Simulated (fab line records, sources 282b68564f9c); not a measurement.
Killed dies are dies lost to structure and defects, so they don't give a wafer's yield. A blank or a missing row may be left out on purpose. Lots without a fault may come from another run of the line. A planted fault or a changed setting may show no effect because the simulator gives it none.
fab line records | flow rit_cmos
record lots=5 wafers=15 last_day=7
route steps=202 shown M1@193
lots that met no fault: from a run of the same line without faults
start_h: hours from the record's first day to the start of the lot's first wafer shown | wait_h: hours since the lot's step before | " the same as in the row above | L1.1+2: a row that stands for several wafers | - no value, or no start given | * or withheld: withheld | < > ~ a bound
route shown NAME@n: a module of which the file shows steps, and the number in the route of the first | usual: mean/standard deviation of fault-free wafers | same: alike in all rows | chamber/n: place in a boat | sites: the reading at each site | _std_site: their standard deviation | _edge_site: outer sites' mean less inner sites' | radius_mm: how far each site lies from the wafer's centre | mask NAME#n: copy n | behind: the tool/chamber that last shaped the wafer | hold: why the lot was held/for how many hours/how that ended | device: the transistor (n, p or np) that didn't switch | end of line: the same wafers' tests at the end of the route | a step without rows: its recipe alone | killed: dies lost to structure and defects at the first sort, not the wafer's yield | map: a wafer's dies, x killed, . not, _ none there
set.NAME: the setting as run; set.NAME@STEP: as run at that earlier step | model.NAME: the simulator's own value behind a step, which no gauge read
lots at some steps of the route; a table a step, a row a wafer
services: from which hour (start_h, from the record's first day; less than 0 if before it) a tool's chamber was out of use, for how many hours, and why
## steps
# step RIT_M1_CD_MEAS_09
# recipe target_cd_nm=2600
# usual cd_nm=2600.0/2.3
# columns lot.wafer tool chamber start_h wait_h cd_nm
L074.1 cd_sem-02 - 59.63 - 2600.9
L074.2 " - " " 2599.5
L074.5 " - " " 2601.8
L080.2 cd_sem-01 - 89.63 - 2603.3
L080.3 " - " " 2602.2
L080.5 " - " " 2601.9
L081.1 cd_sem-01 - 96.39 - 2596.1
L081.2 " - " " 2597.5
L081.4 " - " " 2598.5
L087.4 cd_sem-01 - 121.64 - 2598.7
L087.5 " - " " 2598.2
L087.6 " - " " 2600.0
L093.1 cd_sem-02 - 154.30 - 2596.6
L093.4 " - " " 2597.6
L093.5 " - " " 2596.3
# step RIT_M1_OVL_MEAS_10
# usual M1_OVL=-0.4/1.5
# columns lot.wafer tool chamber start_h wait_h M1_OVL[nm]
L074.1 overlay-01 - 59.75 0.1 -2.2
L074.2 " - " " -1.7
L074.5 " - " " -1.5
L080.2 overlay-01 - 89.74 0.1 2.3
L080.3 " - " " 0.2
L080.5 " - " " 1.0
L081.1 overlay-01 - 96.51 0.1 -3.5
L081.2 " - " " -2.9
L081.4 " - " " -2.4
L087.4 overlay-01 - 121.72 0.1 -1.5
L087.5 " - " " -1.7
L087.6 " - " " -1.1
L093.1 overlay-02 - 154.42 0.1 -0.8
L093.4 " - " " -0.4
L093.5 " - " " 0.5
# step RIT_M1_HARDBAKE_11
# recipe resist=NOVOLAK temp_c=140 time_s=120
# columns lot.wafer tool chamber start_h wait_h
L074.1+2+5 litho_track-01 0 59.78 0.0
L080.2+3+5 litho_track-02 0 89.81 0.1
L081.1+2+4 litho_track-04 0 96.55 0.0
L087.4+5+6 litho_track-01 0 121.86 0.1
L093.1+4+5 litho_track-02 0 154.46 0.0
# step RIT_M1_METAL_ETCH_12
# recipe stop_on=SiO2 chemistry=Cl2/BCl3 target=Al time_s=165 over_etch_frac=0.5 pressure_mtorr=100 target_depth_a=6000 rf_w=250 Cl2_flow_sccm=60 bcl3_flow_sccm=50
# usual drypump_motor_current_A=5.70/0.27 oes_product_au=0.773/0.014 throttle_valve_pct=8.36/0.1
# columns lot.wafer tool chamber start_h wait_h drypump_motor_current_A oes_product_au rf_hours_counter_h throttle_valve_pct
L074.1 rie_metal-03 1 60.03 0.2 5.33 0.769 4 8.22
L074.2 " 0 " " 5.63 0.763 4 8.34
L074.5 " 1 " " 5.30 0.778 - 8.21
L080.2 rie_metal-03 0 90.02 0.2 5.64 0.775 4 8.34
L080.3 " 0 " " 5.65 0.778 - 8.33
L080.5 " 1 " " 5.35 0.773 - 8.23
L081.1 rie_metal-04 0 96.80 0.2 5.90 0.778 32 8.40
L081.2 " 1 " " 5.59 0.793 32 8.48
L081.4 " 1 " " 5.59 0.797 - 8.49
L087.4 rie_metal-04 0 122.04 0.1 5.88 0.775 - 8.40
L087.5 " 0 " " 5.87 0.761 - 8.39
L087.6 " 1 " " 5.60 0.788 - 8.51
L093.1 rie_metal-03 1 154.71 0.2 5.33 0.764 6 8.24
L093.4 " 0 " " 5.64 0.770 - 8.34
L093.5 " 0 " " 5.62 0.757 - 8.33
# step RIT_M1_STRIP_13
# recipe chemistry=nmp resist=NOVOLAK temp_c=80 time_s=600 dry=n2_spin
# columns lot.wafer tool chamber start_h wait_h
L074.1+2+5 wet_bench-02 0 60.19 0.1
L080.2+3+5 wet_bench-01 2 90.18 0.1
L081.1+2+4 wet_bench-01 3 96.96 0.1
L087.4+5+6 wet_bench-02 2 122.15 0.1
L093.1+4+5 wet_bench-02 2 154.87 0.1
# step RIT_M1_STRIP_14
# recipe chemistry=O2 time_s=180 platen_temp_c=withheld power_w=500 pressure_mtorr=4000 o2_flow_sccm=4000
# usual drypump_motor_current_A=5.6/0.37
# columns lot.wafer tool chamber start_h wait_h drypump_motor_current_A rf_hours_counter_h
L074.1 plasma_asher-03 1 60.38 0.0 6.1 41
L074.2 " 0 " " 5.7 41
L074.5 " 1 " " 6.0 -
L080.2 plasma_asher-03 0 90.37 0.0 5.7 44
L080.3 " 0 " " 5.7 -
L080.5 " 0 " " 5.7 -
L081.1 plasma_asher-03 0 97.14 0.0 5.7 45
L081.2 " 1 " " 6.1 45
L081.4 " 1 " " 6.1 -
L087.4 plasma_asher-03 1 122.38 0.1 6.1 -
L087.5 " 1 " " 6.0 -
L087.6 " 0 " " 5.7 -
L093.1 plasma_asher-04 0 155.06 0.0 5.0 36
L093.4 " 1 " " 5.5 -
L093.5 " 1 " " 5.5 -
# step RIT_M1_CD_MEAS_90
# recipe target_cd_nm=2600
# usual cd_nm=2600.3/2.9
# columns lot.wafer tool chamber start_h wait_h cd_nm
L074.1 cd_sem-01 - 60.56 0.1 2603.1
L074.2 " - " " 2601.1
L074.5 " - " " 2602.5
L080.2 cd_sem-02 - 90.57 0.1 2602.8
L080.3 " - " " 2602.1
L080.5 " - " " 2605.1
L081.1 cd_sem-01 - 97.31 0.1 2595.5
L081.2 " - " " 2594.4
L081.4 " - " " 2595.3
L087.4 cd_sem-02 - 122.56 0.1 2598.5
L087.5 " - " " 2599.1
L087.6 " - " " 2599.3
L093.1 cd_sem-02 - 155.24 0.1 2597.1
L093.4 " - " " 2598.7
L093.5 " - " " 2595.6
# step RIT_M1_ANNEAL_15
# recipe temp_c=450 time_s=1800 ambient=forming_gas_H2N2
# usual tube_center_temp_C=450/0.042
# columns lot.wafer tool chamber start_h wait_h tube_center_temp_C
L074.1 furnace-02 0 60.68 0.1 449.92
L074.2 " 0 " " 450.07
L074.5 " 0 " " 450.03
L080.2 furnace-02 0 90.67 0.1 449.99
L080.3 " 0 " " 450
L080.5 " 0 " " 449.95
L081.1 furnace-02 0 97.43 0.1 450.04
L081.2 " 0 " " 450.02
L081.4 " 0 " " 450.04
L087.4 furnace-02 0 122.62 0.0 450
L087.5 " 0 " " 449.93
L087.6 " 0 " " 449.94
L093.1 furnace-02 0 155.36 0.1 450
L093.4 " 0 " " 450.1
L093.5 " 0 " " 450.02
# step RIT_M1_BOW_MEAS_16
# recipe mode=bow
# usual M1_BOW=17/7.6
# columns lot.wafer tool chamber start_h wait_h M1_BOW[um]
L074.1 film_metro-04 - 62.18 0.0 22
L074.2 " - " " 25
L074.5 " - " " 13
L080.2 film_metro-02 - 92.19 0.0 11
L080.3 " - " " 23
L080.5 " - " " 6
L081.1 film_metro-04 - 98.93 0.0 17
L081.2 " - " " 24
L081.4 " - " " 20
L087.4 film_metro-03 - 124.18 0.1 12
L087.5 " - " " 5
L087.6 " - " " 24
L093.1 film_metro-03 - 156.86 0.0 15
L093.4 " - " " 25
L093.5 " - " " 30
# step RIT_M1_PROBE_99
# usual defect_limited_yield=97.1/1.2 killed_at_front_end=8/3.1 killed_dies=8/3.2 killed_open=3.9/2.2 killed_short=3.8/2.1 sort_bin_3_pad_short=0.1/0.23 sort_bin_5_function=1.7/0.86 sort_bin_6_memory=1.1/0.7 sort_n_pass=256/3.2 sort_yield_pct=97.1/1.2
# same gross_dies=264 killed_at_M0_to_M3=0 killed_at_M4_up=0 killed_at_back_side=0 killed_at_contacts=0 killed_at_other=0
# columns lot.wafer tool chamber start_h wait_h defect_limited_yield[%] killed_at_front_end killed_dies killed_open killed_short sort_bin_3_pad_short[%] sort_bin_5_function[%] sort_bin_6_memory[%] sort_n_pass sort_yield_pct[%]
L074.1 prober-02 - 62.30 0.1 96.2 10 10 6 4 0.4 2.3 1.1 254 96.2
L074.2 prober-02 - 62.35 0.1 98.1 5 5 3 2 0 1.1 0.8 259 98.1
L074.5 prober-02 - 62.50 0.2 96.2 10 10 5 5 0.4 2.3 1.1 254 96.2
L081.1 prober-01 - 99.05 0.1 97.7 6 6 3 3 0 0.8 1.5 258 97.7
L081.2 prober-01 - 99.10 0.1 98.1 5 5 4 1 0 1.9 0 259 98.1
L081.4 prober-01 - 99.20 0.2 97.0 8 8 2 6 0 1.5 1.5 256 97.0
L087.4 prober-01 - 124.39 0.2 99.2 2 2 1 1 0 0.8 0 262 99.2
L087.5 prober-01 - 124.44 0.2 95.5 12 12 7 5 1.1 1.9 1.5 252 95.5
L087.6 prober-01 - 124.49 0.2 97.7 6 6 4 2 0 1.5 0.8 258 97.7
# killed by level:class
L074.1 GATE:geometric_particle:open=2 SPACER:geometric_particle:open=2 FOX1:geometric_particle:open=1 FOX1:geometric_particle:short=1 FOX2:geometric_particle:short=1 REOX:geometric_particle:short=1 REOX:geometric_particle:open=1 SILICIDE:geometric_particle:short=1
L074.2 SILICIDE:geometric_particle:open=3 FOX1:geometric_particle:short=1 FOX2:geometric_particle:short=1
L074.5 FOX1:geometric_particle:short=3 FOX2:geometric_particle:open=3 FOX2:geometric_particle:short=2 GATE:geometric_particle:open=2
L081.1 FOX2:geometric_particle:short=1 GATE:geometric_particle:short=1 GATE:geometric_particle:open=1 SPACER:geometric_particle:open=1 SILICIDE:geometric_particle:open=1 SILICIDE:geometric_particle:short=1
L081.2 GATE:geometric_particle:open=2 REOX:geometric_particle:open=1 SPACER:geometric_particle:open=1 SILICIDE:geometric_particle:short=1
L081.4 REOX:geometric_particle:short=2 SPACER:geometric_particle:short=2 FOX1:geometric_particle:open=1 FOX2:geometric_particle:short=1 GATE:geometric_particle:short=1 SPACER:geometric_particle:open=1
L087.4 GATE:geometric_particle:open=1 REOX:geometric_particle:short=1
L087.5 REOX:geometric_particle:short=3 GATE:geometric_particle:open=2 REOX:geometric_particle:open=2 SILICIDE:geometric_particle:short=2 FOX1:geometric_particle:open=1 FOX2:geometric_particle:open=1 SILICIDE:geometric_particle:open=1
L087.6 GATE:geometric_particle:open=4 GATE:geometric_particle:short=1 SILICIDE:geometric_particle:short=1
## services
# columns tool chamber start_h hours kind
wet_bench-01 - 63.10 2.8 repair
rie_metal-03 0 129.02 22.0 repair
rie_metal-03 - 131.20 0.5 repair
plasma_asher-04 - 132.08 5.2 repair
rie_metal-04 - 136.12 20.0 pm
rie_metal-04 0 136.12 20.0 vent_cycle
rie_metal-04 1 136.12 20.0 vent_cycle
## key
fault none
